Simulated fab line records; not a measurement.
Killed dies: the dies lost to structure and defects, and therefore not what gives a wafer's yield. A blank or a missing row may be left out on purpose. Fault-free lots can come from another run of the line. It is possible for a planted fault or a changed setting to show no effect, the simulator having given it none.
fab line records / flow ritCmos
record: lots: 13 wafers: 39 lastDay: 7
route steps=202 shown NSD@134 M1@202
lots that met no fault: taken from a fault-free run of the same line
startH: hours from the record's opening day to when the first of the lot's shown wafers began / waitH: hours elapsed since this lot's preceding step / " repeats the value in the row above / L1.1+2: one row covering several wafers at once / - no value, or no start given / * or withheld: withheld / < > ~ a bound
route shown NAME@n: NAME is a module with steps in the file, n the number in the route of the first one / usual: mean and standard deviation over wafers with no fault / same: alike in all rows / chamber/n: place in a boat / sites: the reading at each site / _std_site: their standard deviation / _edge_site: outer sites' mean less inner sites' / radiusMm: for every site, how far away it sits from the centre of the wafer / mask NAME#n: copy n / behind: tool/chamber where the wafer was last shaped / hold: why the lot went on hold/how many hours it stayed there/how the hold came to an end / device: transistor that didn't switch, given as n, p or np / end of line: tests of these same wafers at the route's end / step lacking rows: just its recipe / killed: count of dies lost to structure and defects at first sort (not the wafer's yield) / map: a wafer's dies, marking killed ones x, the rest . and places with no die _
set.NAME: the run value of the setting; set.NAME@STEP: its run value at that earlier step / model.NAME: the simulator's own value behind a step, which no gauge read
one table for each step of the route and one row for each wafer, over a sample of lots
services: when a tool's chamber went out of use (startH, in hours from the record's first day, below 0 if earlier), for how many hours, and the reason
== steps ==
step: RIT_NSD_EXPOSE_03
recipe: maskId: M9 na: 0.57 targetCdNm: 40700 doseMj: 250
lot.wafer=L697.1+2+6 tool=ilineStepper-02 chamber=0 startH=48.69 waitH=0.1 mask=M9#0
lot.wafer=L700.1+3+4 tool=ilineStepper-02 chamber=0 startH=63.42 waitH=0.1 mask=M9#0
lot.wafer=L701.1+4+5 tool=ilineStepper-01 chamber=0 startH=70.71 waitH=0.2 mask=M9#0
lot.wafer=L702.2+4+5 tool=ilineStepper-02 chamber=0 startH=73.60 waitH=0.2 mask=M9#0
lot.wafer=L703.3+4+5 tool=ilineStepper-01 chamber=0 startH=78.61 waitH=0.2 mask=M9#0
lot.wafer=L705.1+3+6 tool=ilineStepper-02 chamber=0 startH=93.16 waitH=0.1 mask=M9_R1#0
lot.wafer=L710.1+5+6 tool=ilineStepper-01 chamber=0 startH=113.04 waitH=0.2 mask=M9#0
lot.wafer=L713.1+5+6 tool=ilineStepper-02 chamber=0 startH=128.18 waitH=0.2 mask=M9#0
lot.wafer=L715.1+3+5 tool=ilineStepper-02 chamber=0 startH=137.90 waitH=0.1 mask=M9#0
lot.wafer=L716.1+4+5 tool=ilineStepper-02 chamber=0 startH=142.46 waitH=0.1 mask=M9#0
lot.wafer=L717.1+2+6 tool=ilineStepper-02 chamber=0 startH=147.01 waitH=0.1 mask=M9#0
lot.wafer=L718.1+2+5 tool=ilineStepper-01 chamber=0 startH=151.70 waitH=0.2 mask=M9#0
lot.wafer=L720.1+2+4 tool=ilineStepper-01 chamber=0 startH=161.70 waitH=0.1 mask=M9#0
step: RIT_M1_PROBE_99
usual: killedAtContacts: 0.1/0.27 killedAtFrontEnd: 7/3 killedDies: 7.0/3 killedOpen: 3.5/2.1 killedShort: 3.4/1.9
same: grossDies: 264 killed_at_M0_to_M3: 0 killed_at_M4_up: 0 killedAtBackSide: 0 killedAtOther: 0
lot.wafer=L701.1 tool=prober-01 chamber=- startH=81.23 waitH=0.1 killedAtContacts=0 killedAtFrontEnd=3 killedDies=3 killedOpen=2 killedShort=1
lot.wafer=L701.4 tool=prober-01 chamber=- startH=81.38 waitH=0.2 killedAtContacts=0 killedAtFrontEnd=5 killedDies=5 killedOpen=3 killedShort=2
lot.wafer=L701.5 tool=prober-01 chamber=- startH=81.43 waitH=0.2 killedAtContacts=0 killedAtFrontEnd=4 killedDies=4 killedOpen=1 killedShort=3
lot.wafer=L715.1 tool=prober-01 chamber=- startH=148.32 waitH=0.1 killedAtContacts=0 killedAtFrontEnd=12 killedDies=12 killedOpen=7 killedShort=5
lot.wafer=L715.3 tool=prober-01 chamber=- startH=148.42 waitH=0.2 killedAtContacts=0 killedAtFrontEnd=3 killedDies=3 killedOpen=2 killedShort=1
lot.wafer=L715.5 tool=prober-01 chamber=- startH=148.52 waitH=0.2 killedAtContacts=0 killedAtFrontEnd=5 killedDies=5 killedOpen=2 killedShort=3
lot.wafer=L716.1 tool=prober-02 chamber=- startH=153.30 waitH=0.1 killedAtContacts=0 killedAtFrontEnd=3 killedDies=3 killedOpen=2 killedShort=1
lot.wafer=L716.4 tool=prober-02 chamber=- startH=153.45 waitH=0.2 killedAtContacts=0 killedAtFrontEnd=5 killedDies=5 killedOpen=1 killedShort=4
lot.wafer=L716.5 tool=prober-02 chamber=- startH=153.50 waitH=0.2 killedAtContacts=0 killedAtFrontEnd=8 killedDies=8 killedOpen=5 killedShort=3
lot.wafer=L717.1 tool=prober-01 chamber=- startH=157.60 waitH=0.1 killedAtContacts=1 killedAtFrontEnd=8 killedDies=9 killedOpen=2 killedShort=7
lot.wafer=L717.2 tool=prober-01 chamber=- startH=157.65 waitH=0.1 killedAtContacts=0 killedAtFrontEnd=8 killedDies=8 killedOpen=5 killedShort=3
lot.wafer=L717.6 tool=prober-01 chamber=- startH=157.85 waitH=0.2 killedAtContacts=0 killedAtFrontEnd=5 killedDies=5 killedOpen=2 killedShort=3
lot.wafer=L720.1 tool=prober-02 chamber=- startH=171.77 waitH=0.1 killedAtContacts=0 killedAtFrontEnd=5 killedDies=5 killedOpen=2 killedShort=3
lot.wafer=L720.2 tool=prober-02 chamber=- startH=171.82 waitH=0.1 killedAtContacts=0 killedAtFrontEnd=4 killedDies=4 killedOpen=2 killedShort=2
lot.wafer=L720.4 tool=prober-02 chamber=- startH=171.92 waitH=0.2 killedAtContacts=0 killedAtFrontEnd=9 killedDies=9 killedOpen=3 killedShort=6
killed by level:class
L701.1 FOX1:geometricParticle:open=1 GATE:geometricParticle:open=1 SPACER:geometricParticle:short=1
L701.4 FOX1:geometricParticle:open=2 FOX1:geometricParticle:short=1 REOX:geometricParticle:short=1 SPACER:geometricParticle:open=1
L701.5 SILICIDE:geometricParticle:short=2 REOX:geometricParticle:short=1 REOX:geometricParticle:open=1
L715.1 SPACER:geometricParticle:short=3 GATE:geometricParticle:short=2 GATE:geometricParticle:open=2 REOX:geometricParticle:open=2 SPACER:geometricParticle:open=2 FOX1:geometricParticle:open=1
L715.3 FOX2:geometricParticle:open=1 REOX:geometricParticle:short=1 SPACER:geometricParticle:open=1
L715.5 FOX2:geometricParticle:short=1 GATE:geometricParticle:short=1 GATE:geometricParticle:open=1 REOX:geometricParticle:short=1 SILICIDE:geometricParticle:open=1
L716.1 REOX:geometricParticle:open=1 SPACER:geometricParticle:open=1 SILICIDE:geometricParticle:short=1
L716.4 GATE:geometricParticle:short=3 FOX2:geometricParticle:short=1 GATE:geometricParticle:open=1
L716.5 FOX1:geometricParticle:short=2 GATE:geometricParticle:open=2 FOX1:geometricParticle:open=1 FOX2:geometricParticle:open=1 SPACER:geometricParticle:open=1 SILICIDE:geometricParticle:short=1
L717.1 GATE:geometricParticle:short=5 FOX1:geometricParticle:short=1 FOX1:geometricParticle:open=1 GATE:geometricParticle:open=1 CONTACT:geometricParticle:short=1
L717.2 GATE:geometricParticle:open=3 SILICIDE:geometricParticle:open=2 GATE:geometricParticle:short=1 SPACER:geometricParticle:short=1 SILICIDE:geometricParticle:short=1
L717.6 GATE:geometricParticle:short=2 GATE:geometricParticle:open=2 SILICIDE:geometricParticle:short=1
L720.1 GATE:geometricParticle:open=2 GATE:geometricParticle:short=1 REOX:geometricParticle:short=1 SPACER:geometricParticle:short=1
L720.2 GATE:geometricParticle:open=2 SPACER:geometricParticle:short=2
L720.4 GATE:geometricParticle:short=4 SILICIDE:geometricParticle:short=2 GATE:geometricParticle:open=1 REOX:geometricParticle:open=1 SILICIDE:geometricParticle:open=1
== services ==
tool=ilineStepper-01 chamber=- startH=37.26 hours=26.9 kind=repair
tool=ilineStepper-01 chamber=- startH=64.20 hours=1.7 kind=pm
tool=ilineStepper-01 chamber=0 startH=69.91 hours=- kind=calibration
tool=ilineStepper-01 chamber=- startH=105.50 hours=5.6 kind=repair
== key ==
firstSign: step: RIT_NSD_EXPOSE_03 reading: mask direction: changed
effect none on later readings
metAt RIT_NSD_EXPOSE_03
struckLots L705
testerLeftOut L705
onsetBetween 73.60 93.16
fault: kind: wrongMask tool: any chamber: - onsetH: 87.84 steps: RIT_NSD_EXPOSE_03 auxCopy: M9_R1#0 cdOffsetNm: -220 scope: struckLotsOnly
testerLeftOut: of these lots the tester's yield and bins aren't shown, on N5 and GAA mostly nor the transistor test; their killed dies are dies lost to structure and defects alone, not to doping, threshold or leakage, so they don't give the yield
